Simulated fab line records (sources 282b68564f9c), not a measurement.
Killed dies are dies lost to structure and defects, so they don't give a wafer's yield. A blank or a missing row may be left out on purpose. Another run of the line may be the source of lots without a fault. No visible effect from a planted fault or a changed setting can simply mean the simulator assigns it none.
Split-lot study -- flow rit_cmos -- route with 202 steps; 5 lots, 23 wafers read

## THE SPLIT
At RIT_ACTIVE_EXPOSE_08 (exposes mask M1, target cd 1400 nm), the setting dose_mj was moved away from the recipe's 225 on 11 of the 23 wafers read, by -2.0% to +6.8%. For the rest of the wafers, this setting stayed at what the recipe calls for.

## FROM THE SPLIT TO THE READING: what the file shows between them, 5 steps
- RIT_ACTIVE_PEB_09
- RIT_ACTIVE_DEVELOP_10: develop time 50 s
- RIT_ACTIVE_CD_MEAS_11: target cd 1400 nm
- RIT_ACTIVE_ETCH_13: etches Si3N4 in SF6, stops on SiO2, time 210 s, target depth 210 nm (also split here: rf_w)
- RIT_ACTIVE_STRIP_14: strips in O2, time 180 s

## THE READING
cd_nm, in nm, at RIT_ACTIVE_CD_MEAS_90 (target cd 1400 nm). On this fab line, fault-free wafers typically give 1399.9 nm with a standard deviation of 1.9 nm.

wafer,"tool, chamber at the split",dose_mj as run,against the recipe,"cd_nm, nm",against lot-mates on the recipe
L074.1,"iline_stepper-01, 0",229.6,+2.0%,1393.4,-8.1
L074.2,"iline_stepper-01, 0",229.6,+2.0%,1396.3,-5.2
L074.3,"iline_stepper-01, 0",229.6,+2.0%,1396.8,-4.8
L074.4,"iline_stepper-01, 0",225,recipe,1402.8,-
L074.6,"iline_stepper-01, 0",225,recipe,1400.3,-
L079.1,"iline_stepper-01, 0",232.3,+3.2%,1395.3,-7.0
L079.2,"iline_stepper-01, 0",225,recipe,1403.1,-
L079.4,"iline_stepper-01, 0",232.3,+3.2%,1391.9,-10.4
L079.5,"iline_stepper-01, 0",232.3,+3.2%,1394.3,-8.0
L079.6,"iline_stepper-01, 0",225,recipe,1401.6,-
L080.2,"iline_stepper-01, 0",225,recipe,1399.5,-
L080.3,"iline_stepper-01, 0",225,recipe,1399.2,-
L080.4,"iline_stepper-01, 0",225,recipe,1399.9,-
L080.5,"iline_stepper-01, 0",240.3,+6.8%,1381.0,-18.5
L080.6,"iline_stepper-01, 0",240.3,+6.8%,1380.4,-19.1
L082.1,"iline_stepper-01, 0",220.5,-2.0%,1405.5,+7.4
L082.2,"iline_stepper-01, 0",220.5,-2.0%,1404.8,+6.7
L082.4,"iline_stepper-01, 0",220.5,-2.0%,1405.3,+7.2
L082.5,"iline_stepper-01, 0",225,recipe,1398.1,-
L082.6,"iline_stepper-01, 0",225,recipe,1398.1,-
L085.1,"iline_stepper-02, 0",225,recipe,1399.5,-
L085.3,"iline_stepper-02, 0",225,recipe,1397.8,-
L085.4,"iline_stepper-02, 0",225,recipe,1400.1,-

THE FIT
A straight line over all 23 wafers: cd_nm changes by -2.61 nm for each +1% of dose_mj; r = -0.96; the points scatter about the line by 1.8 nm.
The same after taking each lot's own level away (the mean of its wafers on the recipe; 23 wafers): -2.87 nm for each +1%; r = -0.99; scatter 1.1 nm.
That fit puts the effect of the largest move of dose_mj on the reading at 19 nm.
The lots' own levels span 1398.10 to 1402.35 nm, that is 2.2 times the standard deviation above.
Consequently the slope shifts little with the lot-to-lot level, the two slopes agreeing.
Check: for one of the wafers moved furthest among these (+6.8%), held out of the fit, the line's prediction against its lot-mates is -19.5 nm. It came out at -18.5 nm against them.

## OTHER SPLITS ON THESE WAFERS
These wafers also went through other splits before the reading. Each is held against what the fit with the lots' levels taken away leaves over:
other split on the same wafers,wafers away from the commonest value,r with cd_nm (lot level and that fit taken away)
RIT_ACTIVE_OXIDATION_01 temp_c,10,+0.28
RIT_ACTIVE_ETCH_13 rf_w,5,+0.16

## THE WHOLE CHAIN: every reading that the file lists as answering this split, in the file's order
step,what it does,reading,change (the file's fit),r (the file's)
RIT_ACTIVE_CD_MEAS_11,target cd 1400 nm,cd_nm,-2.79 nm for each +1% of the setting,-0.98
RIT_ACTIVE_ETCH_13,"etches Si3N4 in SF6, stops on SiO2, time 210 s, target depth 210 nm","ACTIVE.cd_nm (the simulator's own value, which no gauge read)",-2.83 nm for each +1% of the setting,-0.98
RIT_ACTIVE_CD_MEAS_90,target cd 1400 nm,cd_nm,-2.81 nm for each +1% of the setting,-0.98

## FILE'S OWN FIT
cd_nm changes by -2.81 nm for each +1% of dose_mj, r = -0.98.
